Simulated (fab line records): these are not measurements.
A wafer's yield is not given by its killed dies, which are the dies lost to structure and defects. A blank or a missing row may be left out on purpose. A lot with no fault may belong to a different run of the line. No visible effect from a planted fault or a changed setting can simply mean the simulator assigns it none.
Which tool was responsible? | flow berkeley_cmos170 | 21 wafers from 7 lots sampled at 2 of the route's 331 steps

## WHAT THE GAUGES SHOWED, per wafer
UCB170_SDANNEAL_RS_MEAS_04: uses a four-point probe to measure.
lot  | measured     | on            | PLDD_RS (ohm/sq)
L547 | day 6 16:58  | film_metro-02 | 1027.2 1028.3 1032.6
L549 | day 7 14:17  | film_metro-03 | 1029.8 1026.5 1030.1
L551 | day 7 13:54  | film_metro-01 | 1032.3 1028.6 1031.4
L553 | day 8 14:04  | film_metro-01 | 1035.2 1033.9 1032.3
L555 | day 8 18:32  | film_metro-03 | 1069.7 1059.8 1043.7
L560 | day 9 19:16  | film_metro-01 | 1028.8 1027.3 1028.1
L566 | day 11 13:38 | film_metro-02 | 1030.4 1034.0 1027.0

## WHICH TOOL RAN EACH LOT (tool, then ch and the chambers of the sampled wafers, then the start)
lot  | UCB170_SPACER_ANNEAL_02
L547 | furnace-01 ch 0, day 6 10:39
L549 | furnace-01 ch 0, day 7 06:04
L551 | furnace-01 ch 0, day 7 06:04
L553 | furnace-01 ch 0, day 8 06:55
L555 | furnace-01 ch 0, day 8 12:22
L560 | furnace-03 ch 0, day 9 11:49
L566 | furnace-03 ch 0, day 11 03:59
- UCB170_SPACER_ANNEAL_02: time 1800 s.

## THE ANSWER, worked out from the rows above alone
Rule: what is usual is taken from the lots themselves. The widest of any qualifying gaps counts: lots, ordered by their means at a reading, are off when they make up no more than a third of the lots, leave a main group of 4 or more, and stand apart from it by 3 or more times the standard deviation of that group's means. The tables above print the reading to a certain number of digits; a main group whose means all agree to those digits is not used. Also off: a lot with no number at a reading for which 4 or more lots have one. Any other lot the step has rows for is counted as sound.
Off: at UCB170_SDANNEAL_RS_MEAS_04 (PLDD_RS), L555. For the main group the mean is 1030.2 ohm/sq and the standard deviation 1.9.
If a tool, at a process step before that reading, ran all the lots that are off and no sound lot after the first of them, it fits. The gauges at UCB170_SDANNEAL_RS_MEAS_04 are tried like those tools. Can't be told from this: 2 tools fit, furnace-01 at UCB170_SPACER_ANNEAL_02, film_metro-03 at UCB170_SDANNEAL_RS_MEAS_04.

## WHAT THE SIMULATOR HAD PUT IN
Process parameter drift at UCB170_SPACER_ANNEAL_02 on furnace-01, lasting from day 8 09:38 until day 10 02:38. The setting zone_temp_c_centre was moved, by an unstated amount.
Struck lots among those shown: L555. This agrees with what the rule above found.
